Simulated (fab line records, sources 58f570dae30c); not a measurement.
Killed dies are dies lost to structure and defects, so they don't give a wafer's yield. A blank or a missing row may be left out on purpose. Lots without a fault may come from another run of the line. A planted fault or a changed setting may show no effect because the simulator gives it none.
One fault seen from 2 desks | flow berkeley_cmos170 | each desk has only its own numbers; what lay behind them comes last

THE METROLOGY DESK
What the gauges read, lot by lot, whatever tool the lot ran on: means of the sampled wafers that have a number. A lot is out of limits, marked OUT, if its mean lies more than 4 standard deviations from the usual mean; the brackets give that distance.
Columns: A = cd_nm at UCB170_M1_CD_MEAS_90, usual 698.6 nm
lot  | first seen here | A
L280 | day 8 11:22     | 699.9
L279 | day 8 11:41     | 700.9
L281 | day 8 11:42     | 700.7
L282 | day 8 15:40     | 696.7
L283 | day 8 15:55     | 700.1
L286 | day 9 19:47     | 699.3
L284 | day 9 20:12     | 697.8
L285 | day 9 20:22     | 700.3
L288 | day 10 06:52    | 695.7
L292 | day 10 09:39    | 701.6
L291 | day 10 11:47    | 702.0
L297 | day 11 03:49    | 698.7
L298 | day 11 16:32    | 700.3
L301 | day 12 08:30    | 699.2
This desk's finding: nothing out of limits on any of the 14 lots.

THE TOOL OWNER'S DESK: rie_metal-04
The tool's own readings at UCB170_M1_METAL_ETCH_12 (etches Al in Cl2/BCl3, stops on PSG, target depth 780 nm, time 130 s): means of the sampled wafers that have a number, for each lot that ran on this tool. A lot is out of limits, marked OUT, if its mean lies more than 4 standard deviations from the usual mean; the brackets give that distance.
Columns: A = drypump_motor_current_A at UCB170_M1_METAL_ETCH_12, usual 5.9 A; B = oes_product_au at UCB170_M1_METAL_ETCH_12, usual 0.845 a.u.; C = throttle_valve_pct at UCB170_M1_METAL_ETCH_12, usual 24.55 %
lot  | first seen here | A   | B     | C
L280 | day 8 11:08     | 6.0 | 0.848 | 24.55
L279 | day 8 11:27     | 6.1 | 0.852 | 24.55
L282 | day 8 15:26     | 6.0 | 0.846 | 24.56
L286 | day 9 19:32     | 6.4 | 0.835 | 24.73
L288 | day 10 06:30    | 5.8 | 0.858 | 24.39
L292 | day 10 09:24    | 6.4 | 0.840 | 24.73
L291 | day 10 11:32    | 6.4 | 0.847 | 24.73
This desk's finding: nothing out of limits on any of the 7 lots.

PUT TOGETHER
The metrology desk saw nothing out of limits.
The tool owner's desk saw nothing out of limits.

WHAT THE SIMULATOR HAD PUT IN
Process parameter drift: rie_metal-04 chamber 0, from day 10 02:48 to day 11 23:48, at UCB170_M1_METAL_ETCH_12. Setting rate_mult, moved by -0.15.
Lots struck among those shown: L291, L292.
